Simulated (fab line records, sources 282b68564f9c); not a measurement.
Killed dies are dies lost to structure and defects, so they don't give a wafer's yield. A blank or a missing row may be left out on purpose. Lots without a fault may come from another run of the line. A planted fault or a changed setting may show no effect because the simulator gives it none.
fab line records | flow rit_cmos
record lots=7 wafers=21 last_day=7
route steps=202 shown REOX@99 NLDD@103 PLDD@114 SPACER@125 NSD@131 M1@202
lots that met no fault: from a run of the same line without faults
start_h: hours from the record's first day to the start of the lot's first wafer shown | wait_h: hours since the lot's step before | " the same as in the row above | L1.1+2: a row that stands for several wafers | - no value, or no start given | * or withheld: withheld | < > ~ a bound
route shown NAME@n: a module of which the file shows steps, and the number in the route of the first | usual: mean/standard deviation of fault-free wafers | same: alike in all rows | chamber/n: place in a boat | sites: the reading at each site | _std_site: their standard deviation | _edge_site: outer sites' mean less inner sites' | radius_mm: how far each site lies from the wafer's centre | mask NAME#n: copy n | behind: the tool/chamber that last shaped the wafer | hold: why the lot was held/for how many hours/how that ended | device: the transistor (n, p or np) that didn't switch | end of line: the same wafers' tests at the end of the route | a step without rows: its recipe alone | killed: dies lost to structure and defects at the first sort, not the wafer's yield | map: a wafer's dies, x killed, . not, _ none there
set.NAME: the setting as run; set.NAME@STEP: as run at that earlier step | model.NAME: the simulator's own value behind a step, which no gauge read
lots at some steps of the route; a table a step, a row a wafer
services: from which hour (start_h, from the record's first day; less than 0 if before it) a tool's chamber was out of use, for how many hours, and why
## steps
# step RIT_REOX_CLEAN_01
# recipe chemistry=dHF dilution=50:1 time_s=30
# step RIT_REOX_CLEAN_02
# recipe chemistry=SC2 mix=3:3:50 time_s=600 temp_c=75 dry=n2_spin
# step RIT_REOX_OXIDATION_03
# recipe temp_c=900 ambient=O2 target_thk_a=252 ox_time_s=5580
# step RIT_REOX_THK_MEAS_04
# recipe reads=SiO2_of_REOX_OXIDATION_03
# usual REOX_OXIDE_THK=25.2/0.41
# columns lot.wafer tool chamber start_h wait_h REOX_OXIDE_THK[nm]
L497.2 film_metro-01 - 67.10 0.0 24.6
L497.4 " - " " 24.6
L497.5 " - " " 24.8
L500.1 film_metro-04 - 77.14 0.0 25.8
L500.4 " - " " 25.5
L500.6 " - " " 25.4
L502.1 film_metro-03 - 84.69 0.0 25.8
L502.4 " - " " 25.2
L502.6 " - " " 25.9
L505.1 film_metro-01 - 91.56 0.0 26.0
L505.2 " - " " 25.9
L505.6 " - " " 26.2
L508.1 film_metro-03 - 106.65 0.0 24.6
L508.3 " - " " 24.3
L508.4 " - " " 24.6
L515.1 film_metro-01 - 142.61 0.0 25.3
L515.3 " - " " 25.2
L515.6 " - " " 25.2
L517.2 film_metro-03 - 155.94 0.0 25.2
L517.3 " - " " 24.6
L517.5 " - " " 25.4
# step RIT_NLDD_HMDS_00
# recipe prime_time_s=60 prime_temp_c=140
# step RIT_NLDD_COAT_01
# recipe resist=NOVOLAK spin_rpm=3250 resist_thk_nm=1000
# step RIT_NLDD_SOFTBAKE_02
# recipe resist=NOVOLAK temp_c=90 time_s=60
# step RIT_NLDD_EXPOSE_03
# recipe mask_id=M7 na=0.57 target_cd_nm=40700 dose_mj=250
# step RIT_NLDD_PEB_04
# recipe resist=NOVOLAK temp_c=withheld time_s=withheld
# step RIT_NLDD_DEVELOP_05
# recipe resist=NOVOLAK develop_time_s=50 dev_temp_c=23
# step RIT_NLDD_OVL_MEAS_06
# usual NLDD_OVL=-0.2/1.2
# columns lot.wafer tool chamber start_h wait_h NLDD_OVL[nm]
L497.2 overlay-01 - 68.48 - -0.4
L497.4 " - " " 0.3
L497.5 " - " " -0.4
L500.1 overlay-01 - 78.46 - -2.6
L500.4 " - " " -2.8
L500.6 " - " " -1.0
L502.1 overlay-01 - 85.60 - -1.1
L502.4 " - " " -1.1
L502.6 " - " " -3.4
L505.1 overlay-01 - 92.65 - -1.1
L505.2 " - " " 0.5
L505.6 " - " " 0.2
L508.1 overlay-01 - 107.56 - -1.6
L508.3 " - " " -0.3
L508.4 " - " " -0.1
L515.1 overlay-02 - 143.80 - -0.5
L515.3 " - " " -1.7
L515.6 " - " " 0.5
L517.2 overlay-01 - 156.84 - -0.1
L517.3 " - " " 1.1
L517.5 " - " " 0.2
# step RIT_NLDD_HARDBAKE_07
# recipe resist=NOVOLAK temp_c=140 time_s=60
# step RIT_NLDD_IMPLANT_08
# recipe species=P energy_kev=20 dose_cm2=5e+14 tilt_deg=7
# usual beam_energy_keV=19.999/0.0063
# columns lot.wafer tool chamber start_h wait_h beam_energy_keV
L497.2 implanter-02 0 68.73 0.1 20.012
L497.4 " 0 " " 20.005
L497.5 " 0 " " 19.997
L500.1 implanter-02 0 78.65 0.1 20.006
L500.4 " 0 " " 20.012
L500.6 " 0 " " 20.000
L502.1 implanter-02 0 85.90 0.1 20.008
L502.4 " 0 " " 20.010
L502.6 " 0 " " 20.002
L505.1 implanter-02 0 92.84 0.1 19.992
L505.2 " 0 " " 19.992
L505.6 " 0 " " 19.984
L508.1 implanter-04 0 107.74 0.1 19.998
L508.3 " 0 " " 19.993
L508.4 " 0 " " 19.993
L515.1 implanter-04 0 144.05 0.1 19.996
L515.3 " 0 " " 20.004
L515.6 " 0 " " 20.004
L517.2 implanter-01 0 157.05 0.1 19.995
L517.3 " 0 " " 20.002
L517.5 " 0 " " 19.999
# step RIT_NLDD_STRIP_09
# recipe chemistry=O2 time_s=180 resist=NOVOLAK platen_temp_c=withheld power_w=500 pressure_mtorr=4000 o2_flow_sccm=4000
# usual drypump_motor_current_A=5.68/0.21
# columns lot.wafer tool chamber start_h wait_h drypump_motor_current_A rf_hours_counter_h
L497.2 plasma_asher-02 1 68.85 0.1 5.36 43
L497.4 " 1 " " 5.36 -
L497.5 " 1 " " 5.37 -
L500.1 plasma_asher-03 1 78.80 0.1 5.45 40
L500.4 " 1 " " 5.43 -
L500.6 " 0 " " 5.89 -
L502.1 plasma_asher-02 0 86.05 0.1 5.79 45
L502.4 " 0 " " 5.79 -
L502.6 " 1 " " 5.37 -
L505.1 plasma_asher-03 0 92.99 0.1 5.86 43
L505.2 " 1 " " 5.44 43
L505.6 " 0 " " 5.88 -
L508.1 plasma_asher-03 0 107.89 0.1 5.87 45
L508.3 " 0 " " 5.86 -
L508.4 " 1 " " 5.44 -
L515.1 plasma_asher-01 1 144.20 0.1 5.80 2
L515.3 " 0 " " 5.88 -
L515.6 " 0 " " 5.88 -
L517.2 plasma_asher-01 0 157.17 0.1 5.83 4
L517.3 " 0 " " 5.85 -
L517.5 " 0 " " 5.84 -
# step RIT_NLDD_TW_MEAS_10
# usual NLDD_TW=2484/11
# columns lot.wafer tool chamber start_h wait_h NLDD_TW
L497.2 film_metro-03 - 69.04 0.1 2502
L497.4 " - " " 2502
L497.5 " - " " 2505
L500.1 film_metro-04 - 78.97 0.1 2471
L500.4 " - " " 2474
L500.6 " - " " 2475
L502.1 film_metro-04 - 86.23 0.1 2472
L502.4 " - " " 2457
L502.6 " - " " 2467
L505.1 film_metro-04 - 93.16 0.1 2473
L505.2 " - " " 2468
L505.6 " - " " 2476
L508.1 film_metro-02 - 108.07 0.1 2490
L508.3 " - " " 2488
L508.4 " - " " 2490
L515.1 film_metro-03 - 144.38 0.1 2503
L515.3 " - " " 2487
L515.6 " - " " 2483
L517.2 film_metro-02 - 157.36 0.1 2485
L517.3 " - " " 2465
L517.5 " - " " 2478
# step RIT_PLDD_HMDS_00
# recipe prime_time_s=60 prime_temp_c=140
# step RIT_PLDD_COAT_01
# recipe resist=NOVOLAK spin_rpm=3250 resist_thk_nm=1000
# step RIT_PLDD_SOFTBAKE_02
# recipe resist=NOVOLAK temp_c=90 time_s=60
# step RIT_PLDD_EXPOSE_03
# recipe mask_id=M8 na=0.57 target_cd_nm=40900 dose_mj=250
# step RIT_PLDD_PEB_04
# recipe resist=NOVOLAK temp_c=withheld time_s=withheld
# step RIT_PLDD_DEVELOP_05
# recipe resist=NOVOLAK develop_time_s=50 dev_temp_c=23
# step RIT_PLDD_OVL_MEAS_06
# usual PLDD_OVL=0.0/1.4
# columns lot.wafer tool chamber start_h wait_h PLDD_OVL[nm]
L497.2 overlay-02 - 70.28 - 0.3
L497.4 " - " " -2.0
L497.5 " - " " -0.9
L500.1 overlay-01 - 80.23 - -1.5
L500.4 " - " " -0.1
L500.6 " - " " -2.8
L502.1 overlay-01 - 87.23 - -0.6
L502.4 " - " " -1.0
L502.6 " - " " 0.7
L505.1 overlay-01 - 94.15 - 1.7
L505.2 " - " " 0.2
L505.6 " - " " 1.2
L508.1 overlay-01 - 108.98 - 1.7
L508.3 " - " " 0.6
L508.4 " - " " 0.0
L515.1 overlay-02 - 145.41 - -2.6
L515.3 " - " " -2.5
L515.6 " - " " -3.3
L517.2 overlay-01 - 158.28 - -1.0
L517.3 " - " " 1.1
L517.5 " - " " 1.9
# step RIT_PLDD_HARDBAKE_07
# recipe resist=NOVOLAK temp_c=140 time_s=60
# step RIT_PLDD_IMPLANT_08
# recipe species=BF2 energy_kev=20 dose_cm2=9e+14 tilt_deg=7
# step RIT_PLDD_STRIP_09
# recipe chemistry=O2 time_s=180 resist=NOVOLAK platen_temp_c=withheld power_w=500 pressure_mtorr=4000 o2_flow_sccm=4000
# usual drypump_motor_current_A=6.0/0.47
# columns lot.wafer tool chamber start_h wait_h drypump_motor_current_A rf_hours_counter_h
L497.2 plasma_asher-01 1 70.72 0.1 5.8 41
L497.4 " 1 " " 5.8 -
L497.5 " 1 " " 5.8 -
L500.1 plasma_asher-04 1 80.68 0.1 6.7 29
L500.4 " 0 " " 6.3 -
L500.6 " 0 " " 6.3 -
L502.1 plasma_asher-04 1 87.57 0.1 6.7 31
L502.4 " 0 " " 6.4 -
L502.6 " 1 " " 6.7 -
L505.1 plasma_asher-04 1 94.48 0.1 6.7 32
L505.2 " 0 " " 6.4 32
L505.6 " 1 " " 6.7 -
L508.1 plasma_asher-02 1 109.31 0.1 5.4 49
L508.3 " 1 " " 5.4 -
L508.4 " 0 " " 5.8 -
L515.1 plasma_asher-04 1 145.75 0.1 6.7 38
L515.3 " 0 " " 6.4 -
L515.6 " 1 " " 6.7 -
L517.2 plasma_asher-04 1 158.61 0.1 6.7 40
L517.3 " 1 " " 6.7 -
L517.5 " 1 " " 6.7 -
# step RIT_PLDD_TW_MEAS_10
# usual PLDD_TW=2339/11
# columns lot.wafer tool chamber start_h wait_h PLDD_TW
L497.2 film_metro-02 - 70.91 0.1 2350
L497.4 " - " " 2342
L497.5 " - " " 2353
L500.1 film_metro-04 - 80.85 0.1 2312
L500.4 " - " " 2325
L500.6 " - " " 2321
L502.1 film_metro-04 - 87.74 0.1 2327
L502.4 " - " " 2320
L502.6 " - " " 2312
L505.1 film_metro-03 - 94.66 0.1 2333
L505.2 " - " " 2344
L505.6 " - " " 2335
L508.1 film_metro-03 - 109.49 0.1 2350
L508.3 " - " " 2341
L508.4 " - " " 2343
L515.1 film_metro-03 - 145.93 0.1 2338
L515.3 " - " " 2347
L515.6 " - " " 2347
L517.2 film_metro-03 - 158.79 0.1 2341
L517.3 " - " " 2336
L517.5 " - " " 2331
# step RIT_SPACER_CLEAN_00
# recipe chemistry=SC1 mix=3:3:50 time_s=600 temp_c=75
# step RIT_SPACER_CLEAN_01
# recipe chemistry=dHF dilution=50:1 time_s=30
# step RIT_SPACER_CLEAN_02
# recipe chemistry=SC2 mix=3:3:50 time_s=600 temp_c=75 dry=n2_spin
# step RIT_SPACER_CVD_03
# recipe material=Si3N4 target_thk_nm=250 temp_c=810 precursor=SiH2Cl2/NH3 time_s=3300 pressure_mtorr=300 sih2cl2_flow_sccm=60 nh3_flow_sccm=150
# step RIT_SPACER_THK_MEAS_04
# recipe reads=Si3N4_of_SPACER_CVD_03
# usual SPACER_NITRIDE_THK=250.5/2.4
# columns lot.wafer tool chamber start_h wait_h SPACER_NITRIDE_THK[nm]
L497.2 film_metro-02 - 73.25 0.0 248.1
L497.4 " - " " 250.0
L497.5 " - " " 247.9
L500.1 film_metro-01 - 84.58 0.0 251.5
L500.4 " - " " 249.3
L500.6 " - " " 250.4
L502.1 film_metro-02 - 91.33 0.0 250.0
L502.4 " - " " 252.2
L502.6 " - " " 251.3
L505.1 film_metro-04 - 97.02 0.0 249.2
L505.2 " - " " 248.2
L505.6 " - " " 248.7
L508.1 film_metro-01 - 111.85 0.0 249.0
L508.3 " - " " 246.3
L508.4 " - " " 249.6
L515.1 film_metro-02 - 148.27 0.0 248.1
L515.3 " - " " 250.0
L515.6 " - " " 249.4
L517.2 film_metro-04 - 161.14 0.0 249.3
L517.3 " - " " 247.1
L517.5 " - " " 249.0
# step RIT_SPACER_ETCHBACK_05
# recipe target_depth_a=2500 SF6_flow_sccm=30 CHF3_flow_sccm=30 target=Si3N4 chemistry=SF6/CHF3 pressure_mtorr=40 rf_w=250 time_s=240 stop_on=SiO2
# usual CHF3_flow_sccm=30.01/0.088 drypump_motor_current_A=6.0/0.44 oes_product_au=0.845/0.012 throttle_valve_pct=10.28/0.15
# columns lot.wafer tool chamber start_h wait_h CHF3_flow_sccm drypump_motor_current_A oes_product_au rf_hours_counter_h throttle_valve_pct
L497.2 rie_diel-01 1 73.30 0.0 30.00 6.1 0.828 61 9.97
L497.4 " 2 " " 30.10 5.8 0.838 31 10.31
L497.5 " 0 " " 30.10 5.8 0.836 - 10.35
L500.1 rie_diel-01 0 84.64 0.1 30.01 5.8 0.841 140 10.37
L500.4 " 1 " " 30.02 6.1 0.826 61 9.98
L500.6 " 1 " " 29.91 6.1 0.826 - 9.99
L502.1 rie_diel-02 1 91.39 0.1 30.06 6.2 0.864 132 10.33
L502.4 " 2 " " 30.01 6.3 0.854 4 10.42
L502.6 " 0 " " 30.07 4.9 0.865 - 10.35
L505.1 rie_diel-02 0 97.08 0.1 30.16 4.9 0.855 121 10.35
L505.2 " 2 " " 29.96 6.3 0.836 4 10.41
L505.6 " 3 " " 29.99 6.2 0.852 - 10.08
L508.1 rie_diel-01 3 111.91 0.1 29.96 6.6 0.833 143 10.22
L508.3 " 2 " " 30.05 5.7 0.827 32 10.29
L508.4 " 1 " " 30.17 6.1 0.836 62 9.98
L515.1 rie_diel-03 2 148.33 0.1 29.98 5.6 0.851 120 10.55
L515.3 " 3 " " 30.09 5.8 0.863 141 10.11
L515.6 " 0 " " 29.98 5.7 0.832 - 10.33
L517.2 rie_diel-02 1 161.19 0.0 30.09 6.2 0.859 133 10.34
L517.3 " 3 " " 29.89 6.3 0.840 106 10.08
L517.5 " 3 " " 30.11 6.2 0.845 - 10.08
# step RIT_NSD_HMDS_00
# recipe prime_time_s=60 prime_temp_c=140
# step RIT_NSD_COAT_01
# recipe resist=NOVOLAK spin_rpm=3250 resist_thk_nm=1000
# step RIT_NSD_SOFTBAKE_02
# recipe resist=NOVOLAK temp_c=90 time_s=60
# step RIT_NSD_EXPOSE_03
# recipe mask_id=M9 na=0.57 target_cd_nm=40700 dose_mj=250
# step RIT_NSD_PEB_04
# recipe resist=NOVOLAK temp_c=withheld time_s=withheld
# step RIT_NSD_DEVELOP_05
# recipe resist=NOVOLAK develop_time_s=50 dev_temp_c=23
# step RIT_NSD_OVL_MEAS_06
# usual NSD_OVL=0.0/1.4
# columns lot.wafer tool chamber start_h wait_h NSD_OVL[nm]
L497.2 overlay-01 - 74.31 - 0.4
L497.4 " - " " -0.4
L497.5 " - " " -1.1
L500.1 overlay-01 - 85.76 - -2.1
L500.4 " - " " 0.2
L500.6 " - " " -1.3
L502.1 overlay-02 - 92.44 - 0.3
L502.4 " - " " -1.4
L502.6 " - " " -0.2
L505.1 overlay-02 - 98.39 - 0.4
L505.2 " - " " 0.1
L505.6 " - " " 0.3
L508.1 overlay-02 - 113.09 - -1.3
L508.3 " - " " 1.2
L508.4 " - " " -0.8
L515.1 overlay-02 - 149.36 - -2.8
L515.3 " - " " -2.6
L515.6 " - " " 0.2
L517.2 overlay-01 - 162.32 - 1.4
L517.3 " - " " 3.4
L517.5 " - " " 1.6
# step RIT_NSD_HARDBAKE_07
# recipe resist=NOVOLAK temp_c=140 time_s=60
# step RIT_NSD_IMPLANT_08
# recipe species=P energy_kev=25 dose_cm2=1e+15 tilt_deg=7
# step RIT_NSD_STRIP_09
# recipe chemistry=O2 time_s=180 resist=NOVOLAK platen_temp_c=withheld power_w=500 pressure_mtorr=4000 o2_flow_sccm=4000
# usual drypump_motor_current_A=5.9/0.47
# columns lot.wafer tool chamber start_h wait_h drypump_motor_current_A rf_hours_counter_h
L497.2 plasma_asher-04 0 74.64 0.1 6.3 29
L497.4 " 1 " " 6.7 -
L497.5 " 1 " " 6.7 -
L500.1 plasma_asher-03 1 86.20 0.1 5.4 41
L500.4 " 0 " " 5.9 -
L500.6 " 0 " " 5.9 -
L502.1 plasma_asher-02 0 92.78 0.1 5.8 47
L502.4 " 0 " " 5.8 -
L502.6 " 1 " " 5.4 -
L505.1 plasma_asher-03 1 98.73 0.1 5.5 44
L505.2 " 0 " " 5.9 44
L505.6 " 1 " " 5.5 -
L508.1 plasma_asher-04 0 113.42 0.1 6.3 35
L508.3 " 1 " " 6.7 -
L508.4 " 0 " " 6.4 -
L515.1 plasma_asher-04 1 149.70 0.1 6.7 39
L515.3 " 0 " " 6.4 -
L515.6 " 0 " " 6.3 -
L517.2 plasma_asher-03 0 162.65 0.1 5.9 52
L517.3 " 1 " " 5.4 -
L517.5 " 0 " " 5.9 -
# step RIT_M1_PROBE_99
# usual killed_at_front_end=7.3/2.8 killed_dies=7.3/2.8 killed_open=3.8/1.9 killed_short=3.5/1.8
# same gross_dies=264 killed_at_M0_to_M3=0 killed_at_M4_up=0 killed_at_back_side=0 killed_at_contacts=0 killed_at_other=0
# columns lot.wafer tool chamber start_h wait_h killed_at_front_end killed_dies killed_open killed_short model.etest.nldd.rs_ohm_sq_rim_less_centre model.etest.nldd.rs_ohm_sq_range model.etest.nmos_0p15.gate_bv_v model.etest.antenna_poly.vt_shift_v
L497.2 prober-02 - 84.31 0.1 8 8 3 5 7.151 12.04 4.789 -0.01157
L497.4 prober-02 - 84.41 0.2 3 3 0 3 1.768 6.92 4.851 -0.01292
L497.5 prober-02 - 84.46 0.2 9 9 3 6 0.3715 9.88 4.84 -0.008766
L500.1 prober-02 - 96.18 0.1 8 8 4 3 -12.06 13.48 4.739 -0.01522
L500.4 prober-02 - 96.33 0.2 5 5 3 2 -14.41 17.1 4.835 -0.01007
L500.6 prober-02 - 96.43 0.2 7 7 4 3 -15.85 20.16 4.771 -0.01126
L502.1 prober-02 - 102.52 0.1 8 8 4 4 -12.36 16.34 4.727 -0.01523
L502.4 prober-02 - 102.67 0.2 6 6 3 3 -17.36 21.92 4.737 -0.01027
L502.6 prober-02 - 102.77 0.2 9 9 4 5 -11.3 13.93 4.703 -0.01247
L505.1 prober-02 - 108.58 0.1 9 9 4 5 -11.46 12.83 4.633 -0.01711
L505.2 prober-02 - 108.63 0.1 10 10 5 5 -16.36 19.24 4.659 -0.01515
L505.6 prober-02 - 108.83 0.2 7 7 5 2 -9.472 15.47 4.694 -0.01254
L508.1 prober-01 - 123.35 0.1 8 8 4 4 -4.538 8.96 4.799 -0.01074
L508.3 prober-01 - 123.45 0.2 5 5 3 2 2.134 12.81 4.83 -0.008164
L508.4 prober-01 - 123.50 0.2 6 6 3 3 0.2909 9.881 4.768 -0.01296
L515.1 prober-02 - 159.37 0.1 8 8 4 4 -8.341 10.34 4.839 -0.00644
L515.3 prober-02 - 159.47 0.2 4 4 3 1 -2.104 9.949 4.835 -0.009225
L515.6 prober-02 - 159.62 0.2 6 6 4 2 -7.918 12.94 4.797 -0.007211
L517.2 prober-02 - 172.40 0.1 5 5 5 0 1.829 9.109 4.915 -0.01107
L517.3 prober-02 - 172.45 0.2 6 6 1 5 3.405 6.933 4.952 -0.009866
L517.5 prober-02 - 172.55 0.2 5 5 3 2 5.507 10.03 4.898 -0.007117
# killed by level:class
L497.2 GATE:geometric_particle:short=4 FOX1:geometric_particle:open=1 FOX2:geometric_particle:short=1 GATE:geometric_particle:open=1 REOX:geometric_particle:open=1
L497.4 ACTIVE:geometric_particle:short=1 FOX2:geometric_particle:short=1 SPACER:geometric_particle:short=1
L497.5 GATE:geometric_particle:short=4 FOX1:geometric_particle:open=2 FOX2:geometric_particle:short=1 REOX:geometric_particle:short=1 SPACER:geometric_particle:open=1
L500.1 GATE:geometric_particle:open=3 FOX1:geometric_particle:short=1 FOX2:geometric_particle:short=1 GATE:geometric_particle:short=1 SPACER:geometric_particle:open=1 NLDD:coat_microbubble_printed=1
L500.4 GATE:geometric_particle:open=2 GATE:geometric_particle:short=1 REOX:geometric_particle:open=1 SPACER:geometric_particle:short=1
L500.6 GATE:geometric_particle:open=2 SILICIDE:geometric_particle:short=2 FOX2:geometric_particle:open=1 GATE:geometric_particle:short=1 SPACER:geometric_particle:open=1
L502.1 FOX2:geometric_particle:short=2 GATE:geometric_particle:open=2 FOX1:geometric_particle:short=1 FOX1:geometric_particle:open=1 REOX:geometric_particle:open=1 SILICIDE:geometric_particle:short=1
L502.4 GATE:geometric_particle:short=2 SPACER:geometric_particle:open=2 GATE:geometric_particle:open=1 SILICIDE:geometric_particle:short=1
L502.6 GATE:geometric_particle:short=3 FOX1:geometric_particle:open=2 FOX1:geometric_particle:short=1 FOX2:geometric_particle:short=1 GATE:geometric_particle:open=1 SILICIDE:geometric_particle:open=1
L505.1 GATE:geometric_particle:short=4 GATE:geometric_particle:open=2 FOX1:geometric_particle:open=1 REOX:geometric_particle:short=1 SILICIDE:geometric_particle:open=1
L505.2 SILICIDE:geometric_particle:open=3 GATE:geometric_particle:short=2 SPACER:geometric_particle:short=2 GATE:geometric_particle:open=1 SPACER:geometric_particle:open=1 SILICIDE:geometric_particle:short=1
L505.6 SPACER:geometric_particle:open=2 SILICIDE:geometric_particle:open=2 FOX2:geometric_particle:open=1 GATE:geometric_particle:short=1 SPACER:geometric_particle:short=1
L508.1 FOX1:geometric_particle:short=2 SPACER:geometric_particle:open=2 FOX1:geometric_particle:open=1 FOX2:geometric_particle:short=1 GATE:geometric_particle:open=1 SPACER:geometric_particle:short=1
L508.3 FOX2:geometric_particle:short=2 GATE:geometric_particle:open=2 SILICIDE:geometric_particle:open=1
L508.4 GATE:geometric_particle:short=3 GATE:geometric_particle:open=2 SILICIDE:geometric_particle:open=1
L515.1 REOX:geometric_particle:open=2 SILICIDE:geometric_particle:open=2 FOX1:geometric_particle:short=1 GATE:geometric_particle:short=1 REOX:geometric_particle:short=1 SILICIDE:geometric_particle:short=1
L515.3 GATE:geometric_particle:open=2 FOX1:geometric_particle:open=1 REOX:geometric_particle:short=1
L515.6 GATE:geometric_particle:open=2 FOX1:geometric_particle:short=1 REOX:geometric_particle:open=1 SILICIDE:geometric_particle:short=1 STARTING-WAFER:geometric_particle:open=1
L517.2 SILICIDE:geometric_particle:open=4 GATE:geometric_particle:open=1
L517.3 GATE:geometric_particle:short=4 FOX2:geometric_particle:short=1 GATE:geometric_particle:open=1
L517.5 REOX:geometric_particle:open=2 FOX1:geometric_particle:short=1 FOX1:geometric_particle:open=1 GATE:geometric_particle:short=1
## services
# columns tool chamber start_h hours kind
implanter-02 - 79.65 3.0 pm
rie_diel-02 - 81.46 0.5 repair
plasma_asher-01 - 83.33 28.1 pm
implanter-01 - 89.92 3.4 repair
rie_diel-03 1 105.21 8.5 repair
plasma_asher-01 - 111.44 9.0 pm
plasma_asher-01 0 111.44 9.0 vent_cycle
plasma_asher-01 1 111.44 9.0 vent_cycle
plasma_asher-01 - 113.25 4.2 repair
plasma_asher-01 0 120.44 - clean
plasma_asher-01 1 120.44 - clean
implanter-01 - 137.13 1.4 repair
rie_diel-03 1 155.39 - clean
rie_diel-03 1 155.39 14.0 scheduled_down
rie_diel-03 1 155.39 14.0 vent_cycle
plasma_asher-01 - 159.39 3.5 repair
## key
first_sign none at tools or gauges
model_effect step=RIT_M1_PROBE_99 value=etest.nldd.rs_ohm_sq_rim_less_centre without=0.1885 struck=-13.4
met_at RIT_NLDD_IMPLANT_08
struck_wafers L500.1,L500.4,L500.6,L502.1,L502.4,L502.6,L505.1,L505.2,L505.6
tester_left_out L500,L502,L505
onset_between 68.73 78.65
fault kind=process_parameter_drift tool=implanter-02 chamber=- onset_h=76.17 steps=RIT_NLDD_IMPLANT_08 channel=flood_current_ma offset=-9 shape=step end_h=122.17
# tester_left_out: of these lots the tester's yield and bins aren't shown, on N5 and GAA mostly nor the transistor test; their killed dies are dies lost to structure and defects alone, not to doping, threshold or leakage, so they don't give the yield
